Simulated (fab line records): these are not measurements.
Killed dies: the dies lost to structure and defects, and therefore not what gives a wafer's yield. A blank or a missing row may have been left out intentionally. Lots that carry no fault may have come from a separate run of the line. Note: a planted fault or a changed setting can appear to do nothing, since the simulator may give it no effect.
A sampling plan put to the test + flow berkeley_cmos170 + each of the 8 faults these records tell of, on one fab line, judged from the records of the lots it struck
What counts as the plan is the set of the line's own looks, namely the steps on the route at which a gauge or an inspection reads a wafer and does not change it. A look is open to judgement when struck wafers have a number at it and the file gives its usual mean and standard deviation on fault-free wafers. Caught: at a look after the fault's first step, the mean of the struck wafers lies 4 or more of those standard deviations (sigma) from the usual mean. On the tool: the same test on the tool's own readings at the fault's steps. Another recipe on the struck wafers, or a record that is blank for them alone, also counts as caught.

== THE FAULTS, as the simulator had put them in ==
1. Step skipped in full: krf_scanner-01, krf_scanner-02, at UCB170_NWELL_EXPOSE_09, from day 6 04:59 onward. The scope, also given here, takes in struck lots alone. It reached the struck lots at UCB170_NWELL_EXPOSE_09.
2. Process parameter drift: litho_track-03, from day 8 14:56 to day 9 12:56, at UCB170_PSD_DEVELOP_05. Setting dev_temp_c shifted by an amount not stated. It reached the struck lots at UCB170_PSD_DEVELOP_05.
3. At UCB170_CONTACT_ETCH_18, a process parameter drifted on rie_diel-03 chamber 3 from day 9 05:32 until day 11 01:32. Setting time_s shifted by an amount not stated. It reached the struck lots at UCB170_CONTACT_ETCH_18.
4. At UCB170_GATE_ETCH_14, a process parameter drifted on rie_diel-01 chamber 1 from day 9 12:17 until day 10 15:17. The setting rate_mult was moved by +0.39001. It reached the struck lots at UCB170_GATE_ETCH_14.
5. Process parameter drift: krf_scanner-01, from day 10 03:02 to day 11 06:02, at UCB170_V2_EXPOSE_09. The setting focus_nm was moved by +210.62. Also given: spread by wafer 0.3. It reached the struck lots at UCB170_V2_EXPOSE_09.
6. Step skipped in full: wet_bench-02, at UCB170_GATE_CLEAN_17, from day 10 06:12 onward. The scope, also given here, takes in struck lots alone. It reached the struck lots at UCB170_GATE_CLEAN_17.
7. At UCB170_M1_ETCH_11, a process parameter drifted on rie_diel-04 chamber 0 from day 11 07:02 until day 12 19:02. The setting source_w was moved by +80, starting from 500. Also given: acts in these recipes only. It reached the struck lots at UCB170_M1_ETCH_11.
8. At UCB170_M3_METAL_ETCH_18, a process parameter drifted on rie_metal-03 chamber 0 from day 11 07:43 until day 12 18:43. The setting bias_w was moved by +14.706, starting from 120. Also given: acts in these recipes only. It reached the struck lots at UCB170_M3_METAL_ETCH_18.

== WHAT THE PLAN SAW ==
| fault | on the tool itself                               | first look that catches it                   | reading, sigma | median hours from its first step to that look | hours from the fault's start to the first struck lot there | judged looks passed uncaught |
|-------|--------------------------------------------------|----------------------------------------------|----------------|-----------------------------------------------|------------------------------------------------------------|------------------------------|
| 1     | no reading that can be judged                    | no look after it can be judged               | -              | -                                             | -                                                          | 0                            |
| 2     | developer_temp_C -19 sigma                       | not the one look that can be judged after it | -              | -                                             | -                                                          | 1                            |
| 3     | run_length_s +79 sigma                           | no look after it can be judged               | -              | -                                             | -                                                          | 0                            |
| 4     | oes_product_au +10 sigma                         | no look after it can be judged               | -              | -                                             | -                                                          | 0                            |
| 5     | exposure_dose_mJ_cm2 -4.6 sigma                  | no look after it can be judged               | -              | -                                             | -                                                          | 0                            |
| 6     | the tool's record is blank for the struck wafers | not the one look that can be judged after it | -              | -                                             | -                                                          | 1                            |
| 7     | rf_fwd_power_W +34 sigma                         | no look after it can be judged               | -              | -                                             | -                                                          | 0                            |
| 8     | bias_w +41 sigma                                 | no look after it can be judged               | -              | -                                             | -                                                          | 0                            |
A dash: the fault isn't caught, or these records don't give the number.

Caught at a look: 0 of 8. Caught on the tool: 7 of 8. By one or the other: 7 of 8.
Faults caught by the tool alone: 2, 3, 4, 5, 6, 7, 8.
Caught by neither: fault 1.
